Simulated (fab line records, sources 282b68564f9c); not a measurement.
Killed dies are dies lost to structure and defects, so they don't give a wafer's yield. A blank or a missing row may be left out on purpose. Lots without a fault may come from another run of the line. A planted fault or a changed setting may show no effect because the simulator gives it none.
A struck lot beside a sound one | flow rit_cmos | 14 steps out of a route of 202
Sound: wafers L522.1, L522.2, L522.5. Struck: wafers L528.1, L528.3, L528.4. The cause comes at the end.
At each step with rows: each side's tool, then ch and its chambers, then its first start. Under that, the readings that differ: sound wafers | struck wafers | difference of the means | sigmas: that difference in standard deviations of wafers without a fault.
alike: readings whose means differ by less than 2 such deviations, and words and numbers that are the same on both sides. not compared: withheld readings, readings that some wafer has no value for, bounds like >300 that may hide the same value, and numbers for which the record gives no deviation and whose values overlap.
The two part at a step that has a row with sigmas, a row that says differs or no value, or rows on one side only. Numbers that don't overlap but have no deviation are shown without sigmas and don't part them. A reading that every wafer of one side lacks parts them only if that side has two wafers or more.

first, 4 steps without rows for these wafers: RIT_NWELL_SOFTBAKE_02 (time 60 s); RIT_NWELL_EXPOSE_03 (exposes mask M2, target cd 43900 nm); RIT_NWELL_PEB_04; RIT_NWELL_DEVELOP_05 (develop time 68 s).
RIT_NWELL_OVL_MEAS_06:
  sound on overlay-02, day 2 22:08; struck on overlay-02, day 4 04:10
  alike: NWELL_OVL
then, 2 steps without rows for these wafers: RIT_NWELL_HARDBAKE_07 (time 120 s); RIT_NWELL_IMPLANT_08.
RIT_NWELL_STRIP_09: strips in O2, time 180 s.
  sound on plasma_asher-03 ch 0,1, day 2 22:35; struck on plasma_asher-03 ch 0,1, day 4 04:36
  alike: drypump_motor_current_A
  not compared: rf_hours_counter_h
RIT_NWELL_TW_MEAS_10:
  sound on film_metro-04, day 2 22:45; struck on film_metro-02, day 4 04:46
  alike: NWELL_TW
then, 3 steps without rows for these wafers: RIT_PWELL_HMDS_00 (prime time 60 s); RIT_PWELL_COAT_01 (resist thk 1300 nm); RIT_PWELL_SOFTBAKE_02 (time 60 s).
RIT_PWELL_EXPOSE_03: exposes mask M3, target cd 43700 nm.
  sound on iline_stepper-02 ch 0, day 2 23:16; struck on iline_stepper-01 ch 0, day 4 05:25
  reading | sound          | struck                  | difference | sigmas
  mask    | M3#0 M3#0 M3#0 | M3_R1#0 M3_R1#0 M3_R1#0 | differs    |
  alike: stage_vel_mm_s
then, 1 step without rows for these wafers: RIT_PWELL_PEB_04.

WHERE THEY PART
Only at RIT_PWELL_EXPOSE_03, within this record.

WHY: what the simulator had put in
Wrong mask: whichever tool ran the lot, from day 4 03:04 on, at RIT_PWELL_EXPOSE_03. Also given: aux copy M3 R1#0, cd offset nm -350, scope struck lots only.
